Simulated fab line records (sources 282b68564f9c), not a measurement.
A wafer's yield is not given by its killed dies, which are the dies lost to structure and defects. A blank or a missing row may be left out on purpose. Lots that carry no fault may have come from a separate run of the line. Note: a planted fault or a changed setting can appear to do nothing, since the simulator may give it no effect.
A lot that was struck, set against a sound lot ; flow rit_cmos ; 32 steps out of a route of 202
Sound: the wafers L283.1, L283.2, L283.4. The struck wafers were L291.1, L291.3, L291.6. The cause comes at the end.
Per side, at each step with rows, come the tool, then ch with its chambers, and then its first start. Under that, the readings that differ: sound wafers ; struck wafers ; difference of the means ; sigmas: that difference in standard deviations of wafers without a fault.
alike: readings whose means differ by less than 2 such deviations, and words and numbers that are the same on both sides. not compared: withheld readings, readings that some wafer has no value for, bounds like >300 that may hide the same value, and numbers for which the record gives no deviation and whose values overlap.
A row with sigmas, a row that says differs or no value, or rows on one side alone: a step with any of these is where the two part. Numbers that have no deviation but don't overlap get no sigmas and don't part them. A reading missing from all wafers of one side parts the sides only when that side holds two or more wafers.

RIT_ACTIVE_BOW_MEAS_00:
  sound on film_metro-04, day 1 10:00; struck on film_metro-02, day 3 02:00
  alike: INCOMING_BOW
RIT_ACTIVE_OXIDATION_01: target thk 46.8 nm, ox time 3360 s.
  sound on furnace-03 ch 0, day 1 10:07; struck on furnace-04 ch 0, day 3 03:22
RIT_ACTIVE_THK_MEAS_02:
  sound on film_metro-02, day 1 12:03; struck on film_metro-02, day 3 05:18
  alike: ACTIVE_OXIDE_THK
then, 1 step without rows for these wafers: RIT_ACTIVE_CVD_03 (deposits Si3N4 from SiH2Cl2/NH3, target thk 150 nm, time 1537 s).
RIT_ACTIVE_THK_MEAS_04:
  sound on film_metro-04, day 1 13:32; struck on film_metro-02, day 3 06:47
  alike: ACTIVE_NITRIDE_THK
then, 6 steps without rows for these wafers: RIT_ACTIVE_HMDS_05 (prime time 60 s); RIT_ACTIVE_COAT_06 (resist thk 991.5 nm); RIT_ACTIVE_SOFTBAKE_07 (time 60 s); RIT_ACTIVE_EXPOSE_08 (exposes mask M1, target cd 1400 nm); RIT_ACTIVE_PEB_09; RIT_ACTIVE_DEVELOP_10 (develop time 50 s).
RIT_ACTIVE_CD_MEAS_11 targets a cd of 1400 nm.
  sound on cd_sem-01, day 1 14:34; struck on cd_sem-02, day 3 07:49
  alike: cd_nm
then, 1 step without rows for these wafers: RIT_ACTIVE_HARDBAKE_12 (time 60 s).
RIT_ACTIVE_ETCH_13: etches Si3N4 in SF6, stops on SiO2, time 210 s, target depth 210 nm.
  sound on rie_diel-01 ch 0,1,2, day 1 14:59; struck on rie_diel-02 ch 1,3, day 3 08:10
  alike: drypump_motor_current_A, oes_product_au, throttle_valve_pct
  not compared: rf_hours_counter_h
RIT_ACTIVE_STRIP_14: strips in O2, time 180 s.
  sound on plasma_asher-01 ch 0,1, day 1 15:07; struck on plasma_asher-02 ch 0,1, day 3 08:18
  alike: drypump_motor_current_A
  not compared: rf_hours_counter_h
RIT_ACTIVE_CD_MEAS_90 targets a cd of 1400 nm.
  sound on cd_sem-01, day 1 15:17; struck on cd_sem-02, day 3 08:34
  alike: cd_nm
then, 4 steps without rows for these wafers: RIT_ACTIVE_CLEAN_15 (cleans in SC1, time 600 s); RIT_ACTIVE_CLEAN_16 (cleans in dHF, time 30 s); RIT_ACTIVE_CLEAN_17 (cleans in SC2, time 600 s); RIT_FOX1_OXIDATION_00 (target thk 350.7 nm, ox time 1130 s).
RIT_FOX1_THK_MEAS_01:
  sound on film_metro-02, day 1 20:23; struck on film_metro-03, day 3 10:29
  alike: FOX1_OXIDE_THK
then, 2 steps without rows for these wafers: RIT_FOX1_WET_ETCH_02 (etches SiO2 in BOE, target depth 350 nm, time 390 s); RIT_FOX2_OXIDATION_00 (target thk 350.7 nm, ox time 1130 s).
RIT_FOX2_THK_MEAS_01:
  sound on film_metro-03, day 2 02:11; struck on film_metro-03, day 3 12:52
  alike: FOX2_OXIDE_THK
then, 2 steps without rows for these wafers: RIT_FOX2_CLEAN_02 (cleans in dHF, time 180 s); RIT_FOX2_WET_ETCH_03 (etches Si3N4 in H3PO4, target depth 195 nm, time 2700 s).
RIT_FOX2_THK_MEAS_90:
  sound on film_metro-01, day 2 03:08; struck on film_metro-03, day 3 13:49
  alike: FIELD_OXIDE_LEFT_1_THK
then, 4 steps without rows for these wafers: RIT_NWELL_HMDS_00 (prime time 58.79 s); RIT_NWELL_COAT_01 (resist thk 1300 nm); RIT_NWELL_SOFTBAKE_02 (time 60 s); RIT_NWELL_EXPOSE_03 (exposes mask M2, target cd 43900 nm).
-- the record jumps here: 2 days lie between the struck wafers' starts before and after (it left off in module NWELL and takes up again in module M1, whose first step shown is number 202 of the route) --
RIT_M1_PROBE_99:
  sound on prober-02, day 3 20:21; struck on prober-02, day 5 14:30
reading;sound;struck;difference;sigmas
killed_at_front_end;1 8 4;176 174 174;+170;+61
killed_dies;1 8 4;176 174 174;+170;+59
killed_on_rim;1 3 2;47 39 50;+43;+29
  alike: killed_at_contacts, killed_open, killed_short

## WHERE THEY PART
Within this record, at RIT_M1_PROBE_99 only.

WHY: the cause the simulator had injected
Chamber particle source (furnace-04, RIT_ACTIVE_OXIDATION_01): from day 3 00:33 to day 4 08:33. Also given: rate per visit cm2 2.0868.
